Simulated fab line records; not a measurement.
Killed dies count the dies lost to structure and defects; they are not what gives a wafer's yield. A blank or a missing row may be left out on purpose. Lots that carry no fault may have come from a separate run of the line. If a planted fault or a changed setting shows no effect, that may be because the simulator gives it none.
Lot-split experiment	flow berkeley cmos170	on a route of 331 steps: 5 lots, 23 wafers read

THE SPLIT ITSELF
At UCB170_PSD_IMPLANT_08, the setting dose cm2 was moved away from the recipe's 3e+15 on 11 of the 23 wafers read, by -5.7% to +6.1%. The other wafers ran this setting at the recipe's value.

FROM THE SPLIT TO THE READING: what the file shows between them, 9 steps
- UCB170_PSD_STRIP_09: strips in O2
- UCB170_PSD_TW_MEAS_10
- UCB170_NSD_EXPOSE_03: exposes mask NSELECT MOD, target cd 1200 nm (also split here: dose mj)
- UCB170_NSD_PEB_04
- UCB170_NSD_DEVELOP_05: develop time 45 s
- UCB170_NSD_CD_MEAS_06: target cd 1200 nm
- UCB170_NSD_IMPLANT_08
- UCB170_SDANNEAL_RTA_00: time 10 s
- UCB170_SDANNEAL_RTA_01: time 5 s

THE READING
Measured at UCB170_SDANNEAL_RS_MEAS_02 by four-point probe: PSD_RS, in ohm/sq. On this fab line, fault-free wafers typically give 75.58 ohm/sq with a standard deviation of 0.25 ohm/sq.

wafer	tool, chamber at the split	dose cm2 as run	against the recipe	PSD_RS, ohm/sq	against lot-mates on the recipe
L074.1	implanter-03, 0	3.177e+15	+5.9%	72.41	-3.35
L074.3	implanter-03, 0	3e+15	recipe	76.02	-
L074.4	implanter-03, 0	3.177e+15	+5.9%	72.50	-3.26
L074.5	implanter-03, 0	3e+15	recipe	75.79	-
L074.6	implanter-03, 0	3e+15	recipe	75.47	-
L080.2	implanter-02, 0	3e+15	recipe	75.34	-
L080.3	implanter-02, 0	3e+15	recipe	75.85	-
L080.4	implanter-02, 0	3.182e+15	+6.1%	72.33	-3.27
L080.5	implanter-02, 0	3.182e+15	+6.1%	72.17	-3.42
L080.6	implanter-02, 0	3.182e+15	+6.1%	72.37	-3.22
L082.1	implanter-01, 0	3e+15	recipe	75.36	-
L082.2	implanter-01, 0	2.937e+15	-2.1%	76.97	+1.60
L082.4	implanter-01, 0	2.937e+15	-2.1%	76.60	+1.23
L082.5	implanter-01, 0	2.937e+15	-2.1%	76.72	+1.35
L082.6	implanter-01, 0	3e+15	recipe	75.37	-
L084.1	implanter-03, 0	3e+15	recipe	75.40	-
L084.5	implanter-03, 0	3e+15	recipe	75.12	-
L084.6	implanter-03, 0	3e+15	recipe	75.33	-
L081.2	implanter-02, 0	2.829e+15	-5.7%	78.77	+3.53
L081.3	implanter-02, 0	2.829e+15	-5.7%	78.72	+3.48
L081.4	implanter-02, 0	3e+15	recipe	75.15	-
L081.5	implanter-02, 0	3e+15	recipe	75.32	-
L081.6	implanter-02, 0	2.829e+15	-5.7%	79.13	+3.89

THE FIT
A straight line over all 23 wafers: PSD_RS changes by -0.552 ohm/sq for each +1% of dose cm2; r = -0.99; the points scatter about the line by 0.25 ohm/sq.
The same after taking each lot's own level away (the mean of its wafers on the recipe; 23 wafers): -0.588 ohm/sq for each +1%; r = -1.00; scatter 0.2 ohm/sq.
According to that fit, moving dose cm2 by its largest amount changes the reading by 3.6 ohm/sq.
Measured against the standard deviation above, the lots' own levels, which go from 75.235 to 75.760 ohm/sq, span 2.1 times it.
Consequently the slope shifts little with the lot-to-lot level, the two slopes agreeing.
Check: with one of the wafers moved furthest among these (+6.1%) left out of the fit, the line predicts -3.5 ohm/sq for it against its lot-mates. Against them it came out at -3.27 ohm/sq.

THESE WAFERS: OTHER SPLITS
Other splits were also applied to these wafers ahead of the reading. Each is held against what the fit with the lots' levels taken away leaves over:
other split on the same wafers	wafers away from the commonest value	r with PSD_RS (lot level and that fit taken away)
UCB170_GATE_PEB_10 peb temp c	5	-0.16
UCB170_PLDD_COAT_01 resist thk nm	10	-0.23
UCB170_NLDD_PEB_04 peb temp c	11	-0.13
UCB170_NSD_EXPOSE_03 dose mj	9	-0.32

THE WHOLE CHAIN: every reading that the file lists as answering this split, in the file's order
step	what it does	reading	change (the file's fit)	r (the file's)
UCB170_PSD_STRIP_09	strips in O2	strip time to endpoint s	withheld for each +1% of the setting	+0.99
UCB170_PSD_TW_MEAS_10		PSD_TW	+6.21 for each +1% of the setting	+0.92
UCB170_SDANNEAL_RS_MEAS_02	measures by four-point-probe	PSD_RS	-0.583 for each +1% of the setting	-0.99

THE FILE'S OWN FIT
PSD_RS changes by -0.583 ohm/sq for each +1% of dose cm2, r = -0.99.
